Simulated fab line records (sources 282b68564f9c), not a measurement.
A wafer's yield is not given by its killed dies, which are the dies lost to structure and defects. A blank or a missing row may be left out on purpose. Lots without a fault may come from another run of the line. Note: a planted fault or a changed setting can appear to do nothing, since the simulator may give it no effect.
Problem report in the 8D (eight disciplines) form, filled by code    flow rit cmos    the parts of the form that need people (team, actions taken, sign-off) are left out

1. THE ISSUE
Mean of heater power total W at RIT_PLDD_HARDBAKE_07: 59.92 W across 6 wafers in 2 lots; on wafers with no fault it is 62.55 W (standard deviation 0.053). Relative to the usual mean, that is a shift of -50 standard deviations.
The step: time 60 s.
Earliest sighting: wafer L810.1 on litho track-03 at day 5 08:21. The record has a number at this step for 18 wafers belonging to 6 lots. By rule, "out" or "out of limits" means more than 4 standard deviations away from the usual mean. The rest of the wafers with a number are treated as sound.

2. WHAT IT IS, AND WHAT IT ISN'T
question                     is                                  is not
which readings at this step  heater power total W, plate temp C  -
which lots                   L810, L812                          L799, L802, L816, L821
which wafers of those lots   all that have a number              -
read on which tools          litho track-03                      litho track-01
when                         from day 5 08:21                    up to then (6 sound wafers); but 6 sound wafers of L816, L821 came after

3. SUSPECTS, AND WHAT RULES EACH OUT
Counting: a tool at a process step up to the reading stays a suspect if it ran every lot that is out and no sound lot after the first of them.
- litho track-03 at RIT_PLDD_HARDBAKE_07 (time 60 s): kept. It processed each lot that is out, first L810 at day 5 08:21, and no sound lot thereafter; up to then, the last sound lot it processed was L799 at day 2 21:16. Its own heater power total W, plate temp C readings are out on those wafers.
Remaining after the count: litho track-03 at RIT_PLDD_HARDBAKE_07.

4. THE CAUSE (what the simulator had put in)
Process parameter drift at RIT_PLDD_HARDBAKE_07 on litho track-03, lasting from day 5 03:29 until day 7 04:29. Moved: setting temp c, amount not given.
Counting left only this tool.

5. THE CHAIN OF EFFECTS, in route order
Each row: a reading where the mean over the struck wafers with a number is more than 3 standard deviations away from the usual. Readings are gone through only where the record gives a usual standard deviation; hours: the median, over the lots, of the time from a lot's start at the first step in this table giving one to that lot's start at this step; sigmas: the change measured in usual standard deviations.
hours  step                  reading               usual     on struck wafers  change  sigmas
0      RIT_PLDD_HARDBAKE_07  heater power total W  62.55 W   59.92             -2.63   -50
0      RIT_PLDD_HARDBAKE_07  plate temp C          140.03 C  135.52            -4.51   -32
It contains these process steps:
- RIT_PLDD_HARDBAKE_07: time 60 s.

6. WHAT WOULD HAVE CAUGHT IT SOONER
In this record the first reading out of limits was taken at day 5 08:21, 5 hours after the fault began at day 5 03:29.
